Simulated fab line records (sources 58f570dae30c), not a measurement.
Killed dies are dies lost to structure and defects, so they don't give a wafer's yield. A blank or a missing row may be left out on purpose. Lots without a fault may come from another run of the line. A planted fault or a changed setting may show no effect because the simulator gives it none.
fab line records | flow berkeley-cmos170 | part 2 of 2: steps 30 to 41 of 41
[record] lots = 5 wafers = 15 last-day = 13
route steps=331 shown PVT@116 GATE@125 FIELD@126 PLDD@145
lots that met no fault: taken from a fault-free run of the same line
start-h: start of the lot's first displayed wafer, in hours after the record's first day | wait-h: hours elapsed since this lot's preceding step | " unchanged from the row above | L1.1+2: one row covering several wafers at once | - no value, or no start was given | * or withheld: withheld | < > ~ a bound
route shown NAME@n: a module of which the file shows steps, and the number in the route of the first | usual: the fault-free wafers' mean and standard deviation | same: alike in all rows | chamber/n: place in a boat | sites: readings site by site | _std_site: the standard deviation of these | _edge_site: inner sites' mean taken away from outer sites' mean | radius-mm: for every site, how far away it sits from the centre of the wafer | mask NAME#n: copy n | behind: tool/chamber where the wafer was last shaped | hold: why the lot went on hold/how many hours it stayed there/how the hold came to an end | device: whichever transistor did not switch (one of n, p or np) | end of line: tests run on the same wafers once the route is complete | step lacking rows: just its recipe | killed: dies that structure and defects cost at the first sort, which is not the same as the wafer's yield | map: dies across one wafer; x = killed, . = not, _ = none there
set.NAME: the setting that was run; set.NAME@STEP: the one run at that earlier step | model.NAME: the simulator's own value behind a step, which no gauge read
lots at selected steps of the route; one table per step, one row per wafer
services: when a tool's chamber went out of use (start-h, in hours from the record's first day, below 0 if earlier), for how many hours, and the reason
[[steps]]
[step UCB170_PLDD_HMDS_00]
[recipe] prime-time-s = 60 prime-temp-c = 100
// columns lot.wafer tool chamber start-h wait-h
L075.1+4+6 litho-track-04 0 166.37 0.0
L082.2+3+6 litho-track-01 0 202.85 0.1
L092.1+5+6 litho-track-04 0 241.41 0.3
L093.1+2+6 litho-track-04 0 256.70 0.1
L096.3+4+5 litho-track-04 0 277.07 0.3
[step UCB170_PLDD_COAT_01]
[recipe] resist = KrF spin-rpm = 1500 resist-thk-nm = 900
[usual] spin-speed-rpm = 1499.9/0.93
// columns lot.wafer tool chamber start-h wait-h spin-speed-rpm
L075.1 litho-track-04 0 166.52 0.1 1499.0
L075.4 " 0 " " 1501.5
L075.6 " 0 " " 1500.5
L082.2 litho-track-01 0 203.00 0.1 1498.4
L082.3 " 0 " " 1499.6
L082.6 " 0 " " 1500.1
L092.1 litho-track-04 0 241.56 0.1 1499.7
L092.5 " 0 " " 1500.7
L092.6 " 0 " " 1500.7
L093.1 litho-track-04 0 256.85 0.1 1499.2
L093.2 " 0 " " 1499.3
L093.6 " 0 " " 1499.9
L096.3 litho-track-04 0 277.22 0.1 1499.1
L096.4 " 0 " " 1499.9
L096.5 " 0 " " 1500.6
[step UCB170_PLDD_SOFTBAKE_02]
[recipe] resist = KrF temp-c = 130 time-s = 60
// columns lot.wafer tool chamber start-h wait-h
L075.1+4+6 litho-track-04 0 166.67 0.1
L082.2+3+6 litho-track-01 0 203.15 0.1
L092.1+5+6 litho-track-04 0 241.71 0.1
L093.1+2+6 litho-track-04 0 257.00 0.1
L096.3+4+5 litho-track-04 0 277.37 0.1
[step UCB170_PLDD_EXPOSE_03]
[recipe] mask-id = PSELECT na = 0.5 sigma-outer = 0.6 source-shape = conventional target-cd-nm = 1200 dose-mj = 30
[same] sigma-outer = 0.6
// columns lot.wafer tool chamber start-h wait-h mask
L075.1+4+6 krf-scanner-01 0 167.03 0.3 PSELECT#0
L082.2+3+6 krf-scanner-01 0 203.42 0.2 PSELECT#0
L092.1+5+6 krf-scanner-01 0 241.98 0.2 PSELECT#0
L093.1+2+6 krf-scanner-02 0 257.28 0.2 PSELECT#0
L096.3+4+5 krf-scanner-02 0 277.51 0.1 PSELECT#0
[step UCB170_PLDD_PEB_04]
[recipe] peb-temp-c = 130 peb-time-s = withheld resist = KrF
// columns lot.wafer tool chamber start-h wait-h
L075.1+4+6 litho-track-04 0 167.72 0.7
L082.2+3+6 litho-track-04 0 203.55 0.1
L092.1+5+6 litho-track-04 0 242.41 0.4
L093.1+2+6 litho-track-01 0 257.40 0.1
L096.3+4+5 litho-track-01 0 277.72 0.2
[step UCB170_PLDD_DEVELOP_05]
[recipe] developer = TMAH develop-time-s = 45 resist = KrF dev-temp-c = 21
[usual] developer-temp-C = 21.00/0.1
[same] develop-time-s = 45
// columns lot.wafer tool chamber start-h wait-h developer-temp-C
L075.1 litho-track-04 0 - - 20.99
L075.4 " 0 " " 21.07
L075.6 " 0 " " 21.00
L082.2 litho-track-04 0 - - 20.81
L082.3 " 0 " " 20.96
L082.6 " 0 " " 21.00
L092.1 litho-track-04 0 - - 20.88
L092.5 " 0 " " 21.01
L092.6 " 0 " " 21.07
L093.1 litho-track-01 0 - - 20.83
L093.2 " 0 " " 20.69
L093.6 " 0 " " 21.01
L096.3 litho-track-01 0 - - 21.01
L096.4 " 0 " " 20.88
L096.5 " 0 " " 20.92
[step UCB170_PLDD_CD_MEAS_06]
[recipe] target-cd-nm = 1200
[usual] cd-nm = 1199.6/1.4
// columns lot.wafer tool chamber start-h wait-h cd-nm
L075.1 cd-sem-01 - 167.99 - 1201.0
L075.4 " - " " 1200.7
L075.6 " - " " 1201.3
L082.2 cd-sem-01 - 203.88 - 1199.8
L082.3 " - " " 1200.3
L082.6 " - " " 1198.5
L092.1 cd-sem-01 - 242.68 - 1199.1
L092.5 " - " " 1199.4
L092.6 " - " " 1198.9
L093.1 cd-sem-02 - 257.67 - 1200.8
L093.2 " - " " 1200.3
L093.6 " - " " 1200.3
L096.3 cd-sem-02 - 277.99 - 1199.6
L096.4 " - " " 1198.5
L096.5 " - " " 1199.1
[step UCB170_PLDD_OVL_MEAS_07]
[usual] PLDD_OVL = 0/5.3
// columns lot.wafer tool chamber start-h wait-h PLDD_OVL[nm]
L075.1 overlay-01 - 168.11 0.1 -1
L075.4 " - " " -2
L075.6 " - " " -12
L082.2 overlay-02 - 203.98 0.1 3
L082.3 " - " " -3
L082.6 " - " " 6
L092.1 overlay-02 - 242.80 0.1 -2
L092.5 " - " " 7
L092.6 " - " " -4
L093.1 overlay-02 - 257.79 0.1 -8
L093.2 " - " " -6
L093.6 " - " " -2
L096.3 overlay-02 - 278.08 0.1 -1
L096.4 " - " " -3
L096.5 " - " " -9
[step UCB170_PLDD_IMPLANT_08]
[recipe] species = BF2 dose-cm2 = 5e+13 energy-kev = 10 tilt-deg = 7 rotation-deg = 0
// columns lot.wafer tool chamber start-h wait-h
L075.1+4+6 implanter-02 0 168.15 0.0
L082.2+3+6 implanter-02 0 204.04 0.0
L092.1+5+6 implanter-03 0 242.84 0.0
L093.1+2+6 implanter-02 0 257.83 0.0
L096.3+4+5 implanter-02 0 278.15 0.1
[step UCB170_PLDD_IMPLANT_09]
[recipe] species = BF2 dose-cm2 = 5e+13 energy-kev = 10 tilt-deg = 7 rotation-deg = 180
// columns lot.wafer tool chamber start-h wait-h
L075.1+4+6 implanter-02 0 168.45 0.2
L082.2+3+6 implanter-02 0 204.19 0.1
L092.1+5+6 implanter-03 0 242.99 0.1
L093.1+2+6 implanter-02 0 257.98 0.1
L096.3+4+5 implanter-02 0 278.30 0.1
[step UCB170_PLDD_STRIP_10]
[recipe] chemistry = O2 power-w = 400 pressure-mtorr = 3500 platen-temp-c = withheld o2-flow-sccm = 400 overash-fraction = 0.5
[usual] drypump-motor-current-A = 5.5/0.35 oes-product-au = 0.735/0.005 strip-time-to-endpoint-s = 21.62/0.072
// columns lot.wafer tool chamber start-h wait-h drypump-motor-current-A oes-product-au rf-hours-counter-h strip-time-to-endpoint-s
L075.1 plasma-asher-03 0 168.75 0.2 5.8 0.730 36 21.63
L075.4 " 0 " " 5.8 0.737 - 21.61
L075.6 " 1 " " 5.6 0.729 - 21.59
L082.2 plasma-asher-04 1 204.31 0.1 5.2 0.743 9 21.69
L082.3 " 1 " " 5.2 0.735 - 21.72
L082.6 " 0 " " 5.0 0.733 - 21.74
L092.1 plasma-asher-04 0 243.14 0.1 5.0 0.739 13 21.66
L092.5 " 0 " " 5.0 0.734 - 21.64
L092.6 " 1 " " 5.2 0.736 - 21.61
L093.1 plasma-asher-02 1 258.13 0.1 5.2 0.735 54 21.55
L093.2 " 0 " " 6.1 0.732 54 21.55
L093.6 " 1 " " 5.2 0.736 - 21.58
L096.3 plasma-asher-03 1 278.43 0.1 5.6 0.735 - 21.66
L096.4 " 0 " " 5.8 0.737 - 21.66
L096.5 " 1 " " 5.6 0.733 - 21.71
[step UCB170_PLDD_TW_MEAS_11]
[usual] PLDD_TW = 1019/13
// columns lot.wafer tool chamber start-h wait-h PLDD_TW
L075.1 film-metro-02 - 168.85 0.1 999
L075.4 " - " " 1003
L075.6 " - " " 1006
L082.2 film-metro-04 - 204.42 0.1 1029
L082.3 " - " " 1036
L082.6 " - " " 1029
L092.1 film-metro-04 - 243.24 0.1 1034
L092.5 " - " " 1031
L092.6 " - " " 1030
L093.1 film-metro-04 - 258.23 0.1 1035
L093.2 " - " " 1029
L093.6 " - " " 1030
L096.3 film-metro-02 - 278.52 0.1 1007
L096.4 " - " " 1007
L096.5 " - " " 1003
[[services]]
// columns tool chamber start-h hours kind
furnace-02 - 132.79 4.3 pm
plasma-asher-02 - 140.35 0.6 repair
krf-scanner-02 - 141.85 1.0 pm
krf-scanner-01 - 142.92 1.0 pm
krf-scanner-01 - 149.39 1.2 repair
implanter-02 - 150.71 1.6 repair
rie-diel-02 - 154.89 1.8 repair
krf-scanner-02 - 155.20 0.8 pm
krf-scanner-02 - 159.15 1.3 pm
krf-scanner-02 - 166.28 3.6 pm
implanter-03 - 172.09 14.6 repair
furnace-02 - 184.71 4.8 pm
rie-si-02 - 188.01 13.9 repair
furnace-02 - 206.60 3.1 pm
krf-scanner-01 - 218.71 4.0 pm
krf-scanner-01 - 224.25 1.3 pm
krf-scanner-01 - 226.46 0.8 repair
krf-scanner-01 - 231.96 0.8 pm
furnace-01 - 232.17 3.1 pm
furnace-01 - 235.26 3.7 pm
implanter-02 - 235.61 3.0 pm
furnace-01 - 259.27 3.0 pm
krf-scanner-02 - 260.22 7.1 repair
implanter-02 - 275.05 2.1 repair
